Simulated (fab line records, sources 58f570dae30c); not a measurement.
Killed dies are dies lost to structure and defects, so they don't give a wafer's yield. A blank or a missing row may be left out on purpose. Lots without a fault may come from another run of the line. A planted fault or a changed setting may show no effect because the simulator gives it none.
fab line records | flow berkeley_cmos170
record lots=5 wafers=23
route steps=331 shown M1@249 M2@272 V2@294 M3@310
start_h: hours from the record's first day to the start of the lot's first wafer shown | wait_h: hours since the lot's step before | " the same as in the row above | L1.1+2: a row that stands for several wafers | - no value, or no start given | * or withheld: withheld | < > ~ a bound
route shown NAME@n: a module of which the file shows steps, and the number in the route of the first | usual: mean/standard deviation of fault-free wafers | same: alike in all rows | chamber/n: place in a boat | sites: the reading at each site | _std_site: their standard deviation | _edge_site: outer sites' mean less inner sites' | radius_mm: how far each site lies from the wafer's centre | mask NAME#n: copy n | behind: the tool/chamber that last shaped the wafer | hold: why the lot was held/for how many hours/how that ended | device: the transistor (n, p or np) that didn't switch | end of line: the same wafers' tests at the end of the route | a step without rows: its recipe alone | killed: dies lost to structure and defects at the first sort, not the wafer's yield | map: a wafer's dies, x killed, . not, _ none there
set.NAME: the setting as run; set.NAME@STEP: as run at that earlier step | model.NAME: the simulator's own value behind a step, which no gauge read
lots whose settings were changed on purpose; a table a step, a row a wafer
## steps
# step UCB170_M1_ETCH_11
# recipe chemistry=N2/H2 target_depth_a=withheld overetch_a=withheld target=BARC time_s=withheld source_w=500 bias_w=100 pressure_mtorr=30 n2_flow_sccm=100 h2_flow_sccm=200
# columns lot.wafer tool chamber start_h wait_h set.source_w
L075.1+3 rie_diel-01 2,3 180.62 0.0 500
L075.4+5+6 " 0,3,0 " " 473.3
L077.1+2+3+4+5 rie_diel-04 2,0,1,3,1 181.83 0.0 500
L078.1+3+6 rie_diel-01 2,3,0 197.94 0.0 500
L080.1+4+5 rie_diel-01 0,1,0 216.81 0.0 500
L080.2+3 " 3,2 " " 450.3
L082.1+2+3+5+6 rie_diel-02 2,0,3,3,2 226.47 0.0 500
# step UCB170_M1_METAL_ETCH_12
# recipe chemistry=Cl2/BCl3 target=Al stop_on=PSG pressure_mtorr=12 target_depth_a=7800 over_etch_frac=0.3 time_s=130 icp_w=600 bias_w=120 Cl2_flow_sccm=90 bcl3_flow_sccm=45
# columns lot.wafer tool chamber start_h wait_h set.resist_thk_nm@M1_COAT_04 model.KrF_of_M1_COAT_04.thk_nm
L075.1 rie_metal-04 1 180.66 - 900 430.6
L075.3 " 1 " " 900 425.1
L075.4 " 0 " " 900 452.5
L075.5 " 1 " " 900 423.8
L075.6 " 0 " " 900 453.7
L077.1 rie_metal-03 1 181.87 - 931.1 479.7
L077.2 " 1 " " 931.1 473.2
L077.3 " 1 " " 931.1 474
L077.4 " 1 " " 900 444.7
L077.5 " 1 " " 900 445.9
L078.1 rie_metal-01 0 197.98 - 900 432.6
L078.3 " 1 " " 900 439.1
L078.6 " 0 " " 900 433.9
L080.1 rie_metal-04 0 216.85 - 917.3 473.6
L080.2 " 1 " " 900 433.2
L080.3 " 0 " " 917.3 471.1
L080.4 " 1 " " 900 432.6
L080.5 " 1 " " 917.3 452.2
L082.1 rie_metal-03 0 226.51 - 951 508.3
L082.2 " 1 " " 900 447.1
L082.3 " 0 " " 900 457
L082.5 " 0 " " 951 512.9
L082.6 " 1 " " 900 445.8
# step UCB170_M2_SPUTTER_01
# recipe material=Al target_thk_nm=900 time_s=120 power_w=6000 chamber_pressure_pa=0.5
# columns lot.wafer tool chamber start_h wait_h set.power_w model.Al_of_M2_SPUTTER_01.thk_nm
L075.1 pvd_sputter-02 - 186.74 0.0 5695 837.1
L075.3 " - " " 6000 897.3
L075.4 " - " " 6000 889.6
L075.5 " - " " 5695 846.1
L075.6 " - " " 6000 882.3
L077.1 pvd_sputter-02 - 187.82 0.0 6000 890.9
L077.2 " - " " 5516 823.1
L077.3 " - " " 6000 886.8
L077.4 " - " " 6000 905.1
L077.5 " - " " 5516 826.3
L078.1 pvd_sputter-02 - 203.10 0.0 6000 909.2
L078.3 " - " " 6000 904.7
L078.6 " - " " 6000 908.2
L080.1 pvd_sputter-02 - 221.36 0.0 6000 908
L080.2 " - " " 6497 981.9
L080.3 " - " " 6000 900.2
L080.4 " - " " 6497 967.2
L080.5 " - " " 6497 971.4
L082.1 pvd_sputter-01 - 230.53 0.0 6431 956.9
L082.2 " - " " 6431 960.6
L082.3 " - " " 6431 961.5
L082.5 " - " " 6000 892.8
L082.6 " - " " 6000 893
# step UCB170_M2_RS_MEAS_02
# recipe thk_meas_gauge=four-point-probe reads=Al_of_M2_SPUTTER_01
# usual M2_AL_RS=0.0322/0.00039
# columns lot.wafer tool chamber start_h wait_h set.power_w@M2_SPUTTER_01 M2_AL_RS[ohm/sq]
L075.1 film_metro-01 - 186.83 0.0 5695 0.0346
L075.3 " - " " 6000 0.0322
L075.4 " - " " 6000 0.0326
L075.5 " - " " 5695 0.0342
L075.6 " - " " 6000 0.0328
L077.1 film_metro-04 - 187.91 0.0 6000 0.0325
L077.2 " - " " 5516 0.0353
L077.3 " - " " 6000 0.0327
L077.4 " - " " 6000 0.0320
L077.5 " - " " 5516 0.0350
L078.1 film_metro-04 - 203.18 0.0 6000 0.0318
L078.3 " - " " 6000 0.0321
L078.6 " - " " 6000 0.0319
L080.1 film_metro-03 - 221.44 0.0 6000 0.0319
L080.2 " - " " 6497 0.0295
L080.3 " - " " 6000 0.0321
L080.4 " - " " 6497 0.0299
L080.5 " - " " 6497 0.0298
L082.1 film_metro-01 - 230.62 0.0 6431 0.0302
L082.2 " - " " 6431 0.0301
L082.3 " - " " 6431 0.0301
L082.5 " - " " 6000 0.0324
L082.6 " - " " 6000 0.0324
# step UCB170_M2_THK_MEAS_03
# recipe thk_meas_gauge=xrf reads=Al_of_M2_SPUTTER_01
# usual M2_AL_THK=887/10
# columns lot.wafer tool chamber start_h wait_h set.power_w@M2_SPUTTER_01 M2_AL_THK[nm]
L075.1 film_metro-01 - 186.95 0.1 5695 827
L075.3 " - " " 6000 885
L075.4 " - " " 6000 877
L075.5 " - " " 5695 833
L075.6 " - " " 6000 871
L077.1 film_metro-04 - 188.03 0.1 6000 874
L077.2 " - " " 5516 804
L077.3 " - " " 6000 870
L077.4 " - " " 6000 885
L077.5 " - " " 5516 810
L078.1 film_metro-04 - 203.30 0.1 6000 897
L078.3 " - " " 6000 894
L078.6 " - " " 6000 902
L080.1 film_metro-03 - 221.56 0.1 6000 900
L080.2 " - " " 6497 971
L080.3 " - " " 6000 897
L080.4 " - " " 6497 964
L080.5 " - " " 6497 964
L082.1 film_metro-01 - 230.74 0.1 6431 944
L082.2 " - " " 6431 947
L082.3 " - " " 6431 948
L082.5 " - " " 6000 883
L082.6 " - " " 6000 883
# step UCB170_M2_METAL_ETCH_18
# recipe chemistry=Cl2/BCl3 target=Al stop_on=SiO2 pressure_mtorr=12 target_depth_a=11700 over_etch_frac=0.3 time_s=195 icp_w=600 bias_w=120 Cl2_flow_sccm=90 bcl3_flow_sccm=45
# usual oes_product_au=0.856/0.0079
# columns lot.wafer tool chamber start_h wait_h set.icp_w set.power_w@M2_SPUTTER_01 oes_product_au model.KrF_of_M2_COAT_10.thk_nm model.SiO2_of_V1_CVD_00.thk_nm
L075.1 rie_metal-01 0 189.49 - 600 5695 0.820 - -
L075.3 " 0 " " 664.5 6000 0.851 135.6 930.2
L075.4 " 1 " " 600 6000 0.859 213.4 939
L075.5 " 0 " " 664.5 5695 0.832 - -
L075.6 " 1 " " 600 6000 0.851 204.6 938.5
L077.1 rie_metal-02 0 190.24 - 647.6 6000 0.846 161.9 933.5
L077.2 " 1 " " 600 5516 0.809 - -
L077.3 " 0 " " 647.6 6000 0.849 152.7 932.6
L077.4 " 1 " " 600 6000 0.855 200.4 937.1
L077.5 " 0 " " 600 5516 0.815 - -
L078.1 rie_metal-03 0 205.36 - 600 6000 0.855 244.8 940.2
L078.3 " 0 " " 600 6000 0.873 243.2 939
L078.6 " 0 " " 600 6000 0.862 242.7 939.4
L080.1 rie_metal-03 0 223.57 - 559.4 6000 0.863 280.6 943
L080.2 " 1 " " 559.4 6497 0.903 - -
L080.3 " 0 " " 600 6000 0.862 237.4 939.4
L080.4 " 1 " " 600 6497 0.896 - -
L080.5 " 0 " " 559.4 6497 0.893 - -
L082.1 rie_metal-03 1 232.70 - 600 6431 0.884 - -
L082.2 " 0 " " 600 6431 0.889 - -
L082.3 " 0 " " 600 6431 0.893 - -
L082.5 " 1 " " 600 6000 0.852 224 938.7
L082.6 " 0 " " 600 6000 0.854 237.3 938.8
# step UCB170_M2_STRIP_19
# recipe chemistry=O2 power_w=400 pressure_mtorr=3500 platen_temp_c=withheld o2_flow_sccm=400 overash_fraction=0.5
# usual oes_product_au=0.550/0.015
# columns lot.wafer tool chamber start_h wait_h set.icp_w@M2_METAL_ETCH_18 oes_product_au
L075.1 plasma_asher-01 0 189.68 0.1 600 0.529
L075.3 " 0 " " 664.5 0.475
L075.4 " 1 " " 600 0.553
L075.5 " 0 " " 664.5 0.469
L075.6 " 1 " " 600 0.538
L077.1 plasma_asher-01 1 190.43 0.1 647.6 0.491
L077.2 " 0 " " 600 0.527
L077.3 " 0 " " 647.6 0.482
L077.4 " 1 " " 600 0.532
L077.5 " 1 " " 600 0.541
L078.1 plasma_asher-02 1 205.55 0.1 600 0.575
L078.3 " 1 " " 600 0.583
L078.6 " 0 " " 600 0.578
L080.1 plasma_asher-01 1 223.76 0.1 559.4 0.608
L080.2 " 0 " " 559.4 0.590
L080.3 " 0 " " 600 0.562
L080.4 " 1 " " 600 0.558
L080.5 " 1 " " 559.4 0.610
L082.1 plasma_asher-03 1 232.89 0.1 600 0.551
L082.2 " 0 " " 600 0.563
L082.3 " 0 " " 600 0.576
L082.5 " 0 " " 600 0.553
L082.6 " 1 " " 600 0.564
# step UCB170_V2_CMP_02
# recipe material=SiO2 down_force_psi=6 platen_rpm=60 pad_velocity_m_s=0.75398
# columns lot.wafer tool chamber start_h wait_h set.leave_above_ref_nm model.SiO2_of_V2_CVD_00.thk_nm
L075.4 cmp-02 3 190.11 0.0 1000 997.4
L075.3 " 0 " " 1000 -
L075.1 " 2 " " 935.2 -
L075.5 " 3 " " 1000 996.7
L075.6 " 0 " " 935.2 934.1
L077.3 cmp-02 0 190.86 0.0 1000 999.5
L077.1+2+5 " 1,3,1 " " 1000 -
L077.4 " 2 " " 1000 999.1
L078.3 cmp-01 1 206.09 0.1 1000 999.5
L078.1 " 2 " " 1000 998.6
L078.6 " 3 " " 1000 1001
L080.3 cmp-02 1 224.20 0.0 1047 -
L080.1+2 " 2,3 " " 1000 -
L080.4 " 0 " " 1000 1000
L080.5 " 2 " " 1047 1047
L082.1 cmp-01 1 233.37 0.1 953.8 953.2
L082.3 " 2 " " 1000 1000
L082.2 " 3 " " 953.8 -
L082.6 " 0 " " 953.8 953.1
L082.5 " 1 " " 1000 -
# step UCB170_V2_THK_MEAS_04
# recipe reads=SiO2_of_V2_CVD_00
# usual V2_POLISHED_THK=999.9/1.2
# columns lot.wafer tool chamber start_h wait_h set.leave_above_ref_nm@V2_CMP_02 V2_POLISHED_THK[nm]
L075.1 film_metro-03 - 190.53 0.1 935.2 933.3
L075.3 " - " " 1000 998.7
L075.4 " - " " 1000 997.2
L075.5 " - " " 1000 996.2
L075.6 " - " " 935.2 933.6
L077.1 film_metro-02 - 191.28 0.1 1000 998.6
L077.2 " - " " 1000 997.9
L077.3 " - " " 1000 1000.3
L077.4 " - " " 1000 998.7
L077.5 " - " " 1000 999.0
L078.1 film_metro-01 - 206.41 0.1 1000 999.4
L078.3 " - " " 1000 999.9
L078.6 " - " " 1000 1001.5
L080.1 film_metro-01 - 224.62 0.1 1000 999.4
L080.2 " - " " 1000 997.8
L080.3 " - " " 1047 1047.7
L080.4 " - " " 1000 1000.3
L080.5 " - " " 1047 1046.5
L082.1 film_metro-02 - 233.74 0.1 953.8 953.0
L082.2 " - " " 953.8 954.4
L082.3 " - " " 1000 1000.6
L082.5 " - " " 1000 999.6
L082.6 " - " " 953.8 953.3
# step UCB170_V2_CLEAN_05
# recipe chemistry=DIW
# step UCB170_V2_HMDS_06
# recipe prime_time_s=60 prime_temp_c=100
# step UCB170_V2_ETCH_14
# recipe chemistry=CHF3/CF4/Ar target=SiO2 stop_on=Al CHF3_flow_sccm=45 cf4_flow_sccm=15 Ar_flow_sccm=150 pressure_mtorr=200 rf_w=700 target_depth_a=12500 over_etch_frac=0.25 time_s=291
# columns lot.wafer tool chamber start_h wait_h set.leave_above_ref_nm@V2_CMP_02 model.V2.feature_depth_nm
L075.1 rie_diel-03 3 191.87 0.0 935.2 933.4
L075.3 " 0 " " 1000 998.3
L075.4 " 2 " " 1000 997.4
L075.5 " 2 " " 1000 996.7
L075.6 " 3 " " 935.2 934.2
L077.1 rie_diel-04 1 192.83 0.0 1000 998.8
L077.2 " 3 " " 1000 997.2
L077.3 " 2 " " 1000 1000
L077.4 " 0 " " 1000 999.1
L077.5 " 1 " " 1000 999
L078.1 rie_diel-01 0 208.02 0.0 1000 998.7
L078.3 " 3 " " 1000 999.5
L078.6 " 3 " " 1000 1001
L080.1 rie_diel-04 0 226.35 0.0 1000 999.6
L080.2 " 3 " " 1000 998.1
L080.3 " 2 " " 1047 1049
L080.4 " 1 " " 1000 1000
L080.5 " 0 " " 1047 1047
L082.1 rie_diel-04 0 235.25 0.0 953.8 953.2
L082.2 " 2 " " 953.8 954.6
L082.3 " 1 " " 1000 1000
L082.5 " 0 " " 1000 999.8
L082.6 " 1 " " 953.8 953.1
# step UCB170_M3_SPUTTER_01
# recipe material=Al target_thk_nm=900 time_s=120 power_w=6000 chamber_pressure_pa=0.5
# columns lot.wafer tool chamber start_h wait_h set.power_w model.Al_of_M3_SPUTTER_01.thk_nm
L075.1 pvd_sputter-03 - 192.33 0.0 5543 839.7
L075.3 " - " " 5543 849.4
L075.4 " - " " 6000 907.4
L075.5 " - " " 6000 910.4
L075.6 " - " " 6000 902.5
L077.1 pvd_sputter-03 - 193.30 0.0 6523 970.8
L077.2 " - " " 6523 975.6
L077.3 " - " " 6000 904
L077.4 " - " " 6000 910.7
L077.5 " - " " 6523 983.4
L078.1 pvd_sputter-01 - 208.49 0.0 6000 893.4
L078.3 " - " " 6000 903.4
L078.6 " - " " 6000 893.6
L080.1 pvd_sputter-02 - 226.82 0.0 5283 786.1
L080.2 " - " " 5283 785.8
L080.3 " - " " 5283 779.8
L080.4 " - " " 6000 889.1
L080.5 " - " " 6000 887.4
L082.1 pvd_sputter-03 - 235.71 0.0 6000 911.3
L082.2 " - " " 5656 864.4
L082.3 " - " " 6000 911.4
L082.5 " - " " 5656 857.2
L082.6 " - " " 6000 911.6
# step UCB170_M3_RS_MEAS_02
# recipe thk_meas_gauge=four-point-probe reads=Al_of_M3_SPUTTER_01
# usual M3_AL_RS=0.03207/0.0003
# columns lot.wafer tool chamber start_h wait_h set.power_w@M3_SPUTTER_01 M3_AL_RS[ohm/sq]
L075.1 film_metro-01 - 192.42 0.0 5543 0.0345
L075.3 " - " " 5543 0.03409
L075.4 " - " " 6000 0.03193
L075.5 " - " " 6000 0.03178
L075.6 " - " " 6000 0.03208
L077.1 film_metro-01 - 193.38 0.0 6523 0.02979
L077.2 " - " " 6523 0.02959
L077.3 " - " " 6000 0.03198
L077.4 " - " " 6000 0.03169
L077.5 " - " " 6523 0.02942
L078.1 film_metro-02 - 208.57 0.0 6000 0.03232
L078.3 " - " " 6000 0.03203
L078.6 " - " " 6000 0.03236
L080.1 film_metro-01 - 226.90 0.0 5283 0.03686
L080.2 " - " " 5283 0.03685
L080.3 " - " " 5283 0.03711
L080.4 " - " " 6000 0.0325
L080.5 " - " " 6000 0.03249
L082.1 film_metro-04 - 235.79 0.0 6000 0.03175
L082.2 " - " " 5656 0.03351
L082.3 " - " " 6000 0.0318
L082.5 " - " " 5656 0.03377
L082.6 " - " " 6000 0.03178
# step UCB170_M3_THK_MEAS_03
# recipe thk_meas_gauge=xrf reads=Al_of_M3_SPUTTER_01
# usual M3_AL_THK=889/9.2
# columns lot.wafer tool chamber start_h wait_h set.power_w@M3_SPUTTER_01 M3_AL_THK[nm]
L075.1 film_metro-01 - 192.54 0.1 5543 832
L075.3 " - " " 5543 840
L075.4 " - " " 6000 893
L075.5 " - " " 6000 899
L075.6 " - " " 6000 889
L077.1 film_metro-01 - 193.50 0.1 6523 962
L077.2 " - " " 6523 961
L077.3 " - " " 6000 890
L077.4 " - " " 6000 900
L077.5 " - " " 6523 969
L078.1 film_metro-02 - 208.69 0.1 6000 879
L078.3 " - " " 6000 888
L078.6 " - " " 6000 883
L080.1 film_metro-01 - 227.02 0.1 5283 775
L080.2 " - " " 5283 776
L080.3 " - " " 5283 769
L080.4 " - " " 6000 877
L080.5 " - " " 6000 877
L082.1 film_metro-04 - 235.91 0.1 6000 892
L082.2 " - " " 5656 844
L082.3 " - " " 6000 895
L082.5 " - " " 5656 836
L082.6 " - " " 6000 895
# step UCB170_M3_EXPOSE_12
# recipe mask_id=METAL3 target_cd_nm=700 na=0.5 sigma_outer=0.6 source_shape=conventional dose_mj=26
# columns lot.wafer tool chamber start_h wait_h mask set.dose_mj
L075.1+3+4 krf_scanner-01 0 193.91 - METAL3#0 26
L075.5+6 " 0 " " METAL3#0 27.14
L077.1+2+3 krf_scanner-02 0 194.81 - METAL3#0 24.37
L077.4+5 " 0 " " METAL3#0 26
L078.1+3+6 krf_scanner-01 0 210.05 - METAL3#0 26
L080.1+4+5 krf_scanner-02 0 228.26 - METAL3#0 26
L080.2+3 " 0 " " METAL3#0 25.44
L082.1+5+6 krf_scanner-01 0 238.04 - METAL3#0 27.76
L082.2+3 " 0 " " METAL3#0 26
# step UCB170_M3_PEB_13
# recipe peb_temp_c=130 peb_time_s=withheld resist=KrF
# step UCB170_M3_DEVELOP_14
# recipe developer=TMAH develop_time_s=45 resist=KrF dev_temp_c=21
# step UCB170_M3_CD_MEAS_15
# recipe target_cd_nm=700
# usual cd_nm=699.9/1.4
# columns lot.wafer tool chamber start_h wait_h set.dose_mj@M3_EXPOSE_12 cd_nm
L075.1 cd_sem-01 - 194.30 - 26 702.5
L075.3 " - " " 26 701.6
L075.4 " - " " 26 700.8
L075.5 " - " " 27.14 693.0
L075.6 " - " " 27.14 693.3
L077.1 cd_sem-01 - 195.20 - 24.37 710.7
L077.2 " - " " 24.37 710.8
L077.3 " - " " 24.37 709.5
L077.4 " - " " 26 699.9
L077.5 " - " " 26 699.3
L078.1 cd_sem-01 - 210.44 - 26 698.1
L078.3 " - " " 26 696.8
L078.6 " - " " 26 697.7
L080.1 cd_sem-02 - 228.65 - 26 700.7
L080.2 " - " " 25.44 704.1
L080.3 " - " " 25.44 704.6
L080.4 " - " " 26 700.3
L080.5 " - " " 26 701.6
L082.1 cd_sem-02 - 239.17 - 27.76 688.1
L082.2 " - " " 26 700.3
L082.3 " - " " 26 701.3
L082.5 " - " " 27.76 687.3
L082.6 " - " " 27.76 686.9
# step UCB170_M3_ETCH_17
# recipe chemistry=N2/H2 target_depth_a=withheld overetch_a=withheld target=BARC time_s=withheld source_w=500 bias_w=100 pressure_mtorr=30 n2_flow_sccm=100 h2_flow_sccm=200
# columns lot.wafer tool chamber start_h wait_h set.dose_mj@M3_EXPOSE_12 model.M3.cd_nm
L075.1 rie_diel-01 3 194.46 0.0 26 703.1
L075.3 " 0 " " 26 701.6
L075.4 " 2 " " 26 700.4
L075.5 " 3 " " 27.14 693.7
L075.6 " 0 " " 27.14 692.8
L077.1 rie_diel-02 1 195.36 0.0 24.37 711.6
L077.2 " 3 " " 24.37 710.8
L077.3 " 2 " " 24.37 710.2
L077.4 " 3 " " 26 699.2
L077.5 " 1 " " 26 699.7
L078.1 rie_diel-02 0 210.60 0.0 26 698.7
L078.3 " 2 " " 26 697.6
L078.6 " 1 " " 26 697.5
L080.1 rie_diel-04 1 228.81 0.0 26 702
L080.2 " 3 " " 25.44 703.1
L080.3 " 2 " " 25.44 704.8
L080.4 " 0 " " 26 700.4
L080.5 " 3 " " 26 700.9
L082.1 rie_diel-02 2 239.32 0.0 27.76 688.2
L082.2 " 0 " " 26 700
L082.3 " 1 " " 26 701.1
L082.5 " 2 " " 27.76 687.8
L082.6 " 1 " " 27.76 686.8
## key
split step=UCB170_M1_ETCH_11 setting=source_w stated=500 by=wafer
response none clear
split step=UCB170_M2_SPUTTER_01 setting=power_w stated=6000 by=wafer
response step=UCB170_M2_SPUTTER_01 reading=model.Al_of_M2_SPUTTER_01.thk_nm change=+8.81 per=1% r=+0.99
response step=UCB170_M2_RS_MEAS_02 reading=M2_AL_RS change=-0.000318 per=1% r=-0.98
response step=UCB170_M2_THK_MEAS_03 reading=M2_AL_THK change=+8.6 per=1% r=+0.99
response step=UCB170_M2_METAL_ETCH_18 reading=oes_product_au change=+0.00468 per=1% r=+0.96
split step=UCB170_M2_METAL_ETCH_18 setting=icp_w stated=600 by=wafer
response step=UCB170_M2_METAL_ETCH_18 reading=model.KrF_of_M2_COAT_10.thk_nm change=-6.35 per=1% r=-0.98
response step=UCB170_M2_METAL_ETCH_18 reading=model.SiO2_of_V1_CVD_00.thk_nm change=-0.666 per=1% r=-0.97
response step=UCB170_M2_STRIP_19 reading=oes_product_au change=-0.00617 per=1% r=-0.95
split step=UCB170_V2_CMP_02 setting=leave_above_ref_nm stated=1000 by=wafer
response step=UCB170_V2_CMP_02 reading=model.SiO2_of_V2_CVD_00.thk_nm change=+9.88 per=1% r=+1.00
response step=UCB170_V2_THK_MEAS_04 reading=V2_POLISHED_THK change=+10 per=1% r=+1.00
response step=UCB170_V2_ETCH_14 reading=model.V2.feature_depth_nm change=+10 per=1% r=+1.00
split step=UCB170_M3_SPUTTER_01 setting=power_w stated=6000 by=wafer
response step=UCB170_M3_SPUTTER_01 reading=model.Al_of_M3_SPUTTER_01.thk_nm change=+8.45 per=1% r=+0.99
response step=UCB170_M3_RS_MEAS_02 reading=M3_AL_RS change=-0.000327 per=1% r=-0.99
response step=UCB170_M3_THK_MEAS_03 reading=M3_AL_THK change=+8.37 per=1% r=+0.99
split step=UCB170_M3_EXPOSE_12 setting=dose_mj stated=26 by=wafer
response step=UCB170_M3_CD_MEAS_15 reading=cd_nm change=-1.86 per=1% r=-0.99
response step=UCB170_M3_ETCH_17 reading=model.M3.cd_nm change=-1.86 per=1% r=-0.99
split outside_this_file step=UCB170_M1_COAT_04 setting=resist_thk_nm
# split outside_this_file: this setting was split too, and the file shows its column; the key of that split is in another file
